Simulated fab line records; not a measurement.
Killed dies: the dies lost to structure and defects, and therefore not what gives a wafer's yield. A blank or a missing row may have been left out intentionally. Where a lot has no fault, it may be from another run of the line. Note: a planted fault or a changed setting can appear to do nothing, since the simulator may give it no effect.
fab line records -- flow ritCmos
[record] lots = 15, wafers = 45, lastDay = 7
route steps=202 shown ACTIVE@2 M1@202
lots that met no fault: from a run of the same line without faults
startH: hours from the record's first day to the start of the lot's first wafer shown -- waitH: hours since the lot's step before -- " the same as in the row above -- L1.1+2: a single row standing in for several wafers -- - no value, or no start was given -- * or withheld: withheld -- < > ~ a bound
route shown NAME@n: a module of which the file shows steps, and the number in the route of the first -- usual: mean and standard deviation over wafers with no fault -- same: alike in all rows -- chamber/n: place in a boat -- sites: per-site readings -- _std_site: standard deviation across them -- _edge_site: the outer-site mean with the inner-site mean subtracted -- radiusMm: how far each site lies from the wafer's centre -- mask NAME#n: copy n -- behind: the last tool/chamber to shape the wafer -- hold: why the lot was held/for how many hours/how that ended -- device: transistor that didn't switch, given as n, p or np -- end of line: the tests these same wafers got at the end of their route -- a step with no rows: only its recipe -- killed: not the wafer's yield, but the dies lost to structure and defects at the first sort -- map: per-die view of a wafer (x killed, . not killed, _ where there is no die)
set.NAME: the setting as run; set.NAME@STEP: as run at that earlier step -- model.NAME: the simulator's own value behind a step, which no gauge read
a sample of lots followed through the steps of the route, with each step as a table and each wafer as a row
services: from which hour (startH, from the record's first day; less than 0 if before it) a tool's chamber was out of use, for how many hours, and why
[[steps]]
[step RIT_ACTIVE_OXIDATION_01]
[recipe] tempC = 1000, ambient = O2, targetThkA = 468, oxTimeS = 3360
[usual] spikeTcCentreC = 1002.5/1.1, spikeTcLoadC = 1026.5/1.2, spikeTcSourceC = 1024.5/1, tubeCenterTempC = 1000/0.096, tube_center_temp_C_max = 1002.5/0.42
lot.wafer,tool,chamber,startH,waitH,spikeTcCentreC,spikeTcLoadC,spikeTcSourceC,tubeCenterTempC,tube_center_temp_C_max
L653.1,furnace-02,0,10.12,0.1,1001.0,1026.9,1022.7,1000.1,1003.2
L653.2,furnace-02,0,10.12,0.1,1003.0,1026.2,1025.0,999.9,1002.4
L653.5,furnace-02,0,10.12,0.1,1003.0,1026.5,1023.1,1000.2,1003.8
L654.1,furnace-04,0,15.12,0.1,1004.3,1025.2,1023.8,999.94,1003.1
L654.3,furnace-04,0,15.12,0.1,1003.9,1025.2,1025.5,999.87,1002.3
L654.6,furnace-04,0,15.12,0.1,1001.1,1025.1,1025.9,1000.2,1003.3
L655.1,furnace-04,0,20.12,0.1,1000.8,1025.0,1025.3,999.96,1002.4
L655.3,furnace-04,0,20.12,0.1,1002.7,1024.6,1024.7,999.99,1002.2
L655.5,furnace-04,0,20.12,0.1,1002.9,1026.0,1024.9,999.84,1003.0
L656.1,furnace-02,0,25.30,0.3,1001.7,1027.3,1023.6,1000,1002.4
L656.5,furnace-02,0,25.30,0.3,1002.1,1028.6,1023.7,999.92,1002.5
L656.6,furnace-02,0,25.30,0.3,1003.4,1027.1,1023.2,999.78,1001.9
L657.1,furnace-02,0,30.12,0.1,1003.1,1027.6,1024.2,999.94,1002.0
L657.3,furnace-02,0,30.12,0.1,1002.5,1028.8,1023.7,1000,1002.2
L657.4,furnace-02,0,30.12,0.1,1003.3,1026.0,1023.7,999.94,1002.0
L659.2,furnace-04,0,40.12,0.1,1002.7,1028.2,1024.7,999.99,1002.2
L659.4,furnace-04,0,40.12,0.1,1001.8,1024.7,1023.5,999.89,1002.7
L659.5,furnace-04,0,40.12,0.1,1001.3,1026.3,1025.7,999.9,1002.3
L660.1,furnace-03,0,45.12,0.1,1000.3,1027.0,1024.9,1000.1,1003.0
L660.2,furnace-03,0,45.12,0.1,1003.6,1027.7,1026.3,1000,1002.3
L660.3,furnace-03,0,45.12,0.1,1003.9,1026.0,1026.1,1000.3,1003.1
L661.1,furnace-02,0,50.12,0.1,1003.5,1026.6,1024.8,999.92,1002.9
L661.2,furnace-02,0,50.12,0.1,1002.0,1026.9,1025.4,1000,1002.1
L661.3,furnace-02,0,50.12,0.1,1002.6,1025.9,1022.9,999.88,1002.2
L662.3,furnace-03,0,55.12,0.1,1003.3,1025.4,1025.5,999.99,1003.4
L662.4,furnace-03,0,55.12,0.1,1002.4,1028.0,1025.5,999.92,1002.0
L662.5,furnace-03,0,55.12,0.1,1001.4,1025.8,1024.1,1000,1002.3
L665.4,furnace-04,0,70.12,0.0,1001.7,1025.8,1025.1,999.85,1001.9
L665.5,furnace-04,0,70.12,0.0,1002.3,1026.2,1023.7,999.9,1003.0
L665.6,furnace-04,0,70.12,0.0,1002.1,1024.2,1024.5,1000.1,1001.7
L666.4,furnace-04,0,75.12,0.0,1016.0,1040.8,1040.6,1015.1,1017.2
L666.5,furnace-04,0,75.12,0.0,1017.6,1039.2,1040.8,1015.1,1017.9
L666.6,furnace-04,0,75.12,0.0,1015.0,1041.6,1039.8,1015,1017.5
L667.1,furnace-04,0,80.12,0.1,1017.7,1041.3,1040.0,1015,1017.7
L667.2,furnace-04,0,80.12,0.1,1017.5,1040.0,1041.5,1015,1018.3
L667.3,furnace-04,0,80.12,0.1,1017.0,1041.1,1038.4,1015,1017.3
L668.3,furnace-04,0,85.12,0.1,1016.9,1040.6,1039.9,1015.1,1018.0
L668.4,furnace-04,0,85.12,0.1,1015.5,1041.0,1039.6,1015,1017.8
L668.5,furnace-04,0,85.12,0.1,1018.3,1038.8,1039.8,1015,1017.4
L669.2,furnace-02,0,90.12,0.1,1001.4,1028.6,1022.7,999.99,1002.4
L669.3,furnace-02,0,90.12,0.1,1003.9,1026.8,1023.0,1000.1,1002.7
L669.4,furnace-02,0,90.12,0.1,1003.3,1028.6,1024.2,1000.1,1002.1
L675.1,furnace-02,0,120.12,0.1,1002.9,1028.0,1023.8,1000.1,1001.9
L675.4,furnace-02,0,120.12,0.1,1004.3,1027.3,1024.4,1000.1,1002.8
L675.6,furnace-02,0,120.12,0.1,1001.6,1028.9,1024.0,999.87,1002.4
[step RIT_ACTIVE_THK_MEAS_02]
[recipe] reads = SiO2_of_ACTIVE_OXIDATION_01
[usual] ACTIVE_OXIDE_THK = 47.2/0.84
lot.wafer,tool,chamber,startH,waitH,hold,ACTIVE_OXIDE_THK[nm]
L653.1,filmMetro-04,-,12.05,0.0,-,48.4
L653.2,filmMetro-04,-,12.05,0.0,-,47.7
L653.5,filmMetro-04,-,12.05,0.0,-,47.6
L654.1,filmMetro-03,-,17.05,0.0,-,46.4
L654.3,filmMetro-03,-,17.05,0.0,-,47.3
L654.6,filmMetro-03,-,17.05,0.0,-,47.0
L655.1,filmMetro-01,-,22.05,0.0,-,48.2
L655.3,filmMetro-01,-,22.05,0.0,-,48.2
L655.5,filmMetro-01,-,22.05,0.0,-,47.6
L656.1,filmMetro-04,-,27.23,0.0,-,45.3
L656.5,filmMetro-04,-,27.23,0.0,-,46.3
L656.6,filmMetro-04,-,27.23,0.0,-,45.9
L657.1,filmMetro-01,-,32.05,0.0,-,46.9
L657.3,filmMetro-01,-,32.05,0.0,-,46.9
L657.4,filmMetro-01,-,32.05,0.0,-,46.9
L659.2,filmMetro-03,-,42.06,0.0,-,47.0
L659.4,filmMetro-03,-,42.06,0.0,-,47.1
L659.5,filmMetro-03,-,42.06,0.0,-,47.5
L660.1,filmMetro-04,-,47.05,0.0,-,47.8
L660.2,filmMetro-04,-,47.05,0.0,-,48.5
L660.3,filmMetro-04,-,47.05,0.0,-,48.1
L661.1,filmMetro-03,-,52.05,0.0,-,47.2
L661.2,filmMetro-03,-,52.05,0.0,-,46.9
L661.3,filmMetro-03,-,52.05,0.0,-,47.8
L662.3,filmMetro-04,-,57.07,0.0,-,48.3
L662.4,filmMetro-04,-,57.07,0.0,-,48.4
L662.5,filmMetro-04,-,57.07,0.0,-,48.0
L665.4,filmMetro-03,-,72.08,0.0,-,47.7
L665.5,filmMetro-03,-,72.08,0.0,-,47.3
L665.6,filmMetro-03,-,72.08,0.0,-,47.5
L666.4,filmMetro-01,-,77.08,0.0,awaitDispo/0.2h/release,52.9
L666.5,filmMetro-01,-,77.08,0.0,awaitDispo/0.2h/release,53.1
L666.6,filmMetro-01,-,77.08,0.0,awaitDispo/0.2h/release,52.5
L666.4,filmMetro-01,-,77.31,0.2,-,53.0
L666.5,filmMetro-01,-,77.31,0.2,-,53.1
L666.6,filmMetro-01,-,77.31,0.2,-,52.5
L667.1,filmMetro-03,-,82.05,0.0,awaitDispo/0.2h/release,53.7
L667.2,filmMetro-03,-,82.05,0.0,awaitDispo/0.2h/release,54.1
L667.3,filmMetro-03,-,82.05,0.0,awaitDispo/0.2h/release,53.4
L667.1,filmMetro-03,-,82.28,0.2,-,53.7
L667.2,filmMetro-03,-,82.28,0.2,-,54.1
L667.3,filmMetro-03,-,82.28,0.2,-,53.4
L668.3,filmMetro-04,-,87.07,0.0,awaitDispo/0.2h/release,53.1
L668.4,filmMetro-04,-,87.07,0.0,awaitDispo/0.2h/release,52.9
L668.5,filmMetro-04,-,87.07,0.0,awaitDispo/0.2h/release,53.3
L668.3,filmMetro-04,-,87.30,0.2,-,53.1
L668.4,filmMetro-04,-,87.30,0.2,-,52.9
L668.5,filmMetro-04,-,87.30,0.2,-,53.3
L669.2,filmMetro-04,-,92.06,0.0,-,47.3
L669.3,filmMetro-04,-,92.06,0.0,-,46.5
L669.4,filmMetro-04,-,92.06,0.0,-,46.1
L675.1,filmMetro-04,-,122.05,0.0,-,47.2
L675.4,filmMetro-04,-,122.05,0.0,-,46.4
L675.6,filmMetro-04,-,122.05,0.0,-,47.0
[step RIT_M1_PROBE_99]
[usual] killedAtContacts = 0.1/0.26, killedAtFrontEnd = 7.5/2.8, killedDies = 7.6/2.8, killedOpen = 3.9/2.1, killedShort = 3.7/1.7
[same] grossDies = 264, killed_at_M0_to_M3 = 0, killed_at_M4_up = 0, killedAtBackSide = 0, killedAtOther = 0
lot.wafer,tool,chamber,startH,waitH,killedAtContacts,killedAtFrontEnd,killedDies,killedOpen,killedShort
L667.1,prober-01,-,139.58,0.1,0,7,7,3,4
L667.2,prober-01,-,139.63,0.1,0,4,4,3,1
L667.3,prober-01,-,139.68,0.2,0,1,1,1,0
L668.3,prober-02,-,139.61,0.2,0,19,19,11,8
L668.4,prober-02,-,139.66,0.2,0,6,6,2,4
L668.5,prober-02,-,139.71,0.2,0,3,3,1,2
// killed by level:class
L667.1 FOX2:geometricParticle:short=2 SPACER:geometricParticle:open=2 FOX1:geometricParticle:open=1 GATE:geometricParticle:short=1 SILICIDE:geometricParticle:short=1
L668.3 FOX1:geometricParticle:short=5 SPACER:geometricParticle:open=4 FOX1:geometricParticle:open=3 GATE:geometricParticle:short=2 REOX:geometricParticle:open=2 GATE:geometricParticle:open=1 SPACER:geometricParticle:short=1 SILICIDE:geometricParticle:open=1
L667.2 GATE:geometricParticle:open=2 SPACER:geometricParticle:open=1 SILICIDE:geometricParticle:short=1
L668.4 FOX1:geometricParticle:short=1 FOX2:geometricParticle:short=1 REOX:geometricParticle:open=1 SPACER:geometricParticle:open=1 SPACER:geometricParticle:short=1 SILICIDE:geometricParticle:short=1
L667.3 GATE:geometricParticle:open=1
L668.5 FOX1:geometricParticle:short=1 FOX1:geometricParticle:open=1 GATE:geometricParticle:short=1
[[services]]
tool,chamber,startH,hours,kind
furnace-03,-,23.36,2.7,pm
furnace-04,-,53.00,3.2,pm
furnace-02,-,107.05,2.6,pm
[[key]]
[firstSign] step = RIT_ACTIVE_OXIDATION_01, reading = tubeCenterTempC, direction = up, sigmas = 99+, usual = *, struck = *
[effect] step = RIT_ACTIVE_OXIDATION_01, reading = tube_center_temp_C_max, direction = up, sigmas = 36, usual = *, struck = *
[effect] step = RIT_ACTIVE_THK_MEAS_02, reading = visit, direction = added
[effect] step = RIT_ACTIVE_THK_MEAS_02, reading = ACTIVE_OXIDE_THK, direction = up, sigmas = 7.2, usual = 47.2, struck = 53.2
metAt RIT_ACTIVE_OXIDATION_01
struckLots L666,L667,L668
rowsEnd L666.4,L666.5,L666.6
testerLeftOut L667,L668
onsetBetween 70.12 75.12
[fault] kind = processParameterDrift, tool = furnace-04, chamber = -, onsetH = 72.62, steps = RIT_ACTIVE_OXIDATION_01, channel = tempC, offset = *, shape = step, endH = 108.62, actsIn = *, stated = *
// testerLeftOut: of these lots the tester's yield and bins aren't shown, on N5 and GAA mostly nor the transistor test; their killed dies are dies lost to structure and defects alone, not to doping, threshold or leakage, so they don't give the yield
// rowsEnd: these wafers met a further fault down the route, and their rows from its step on are left out
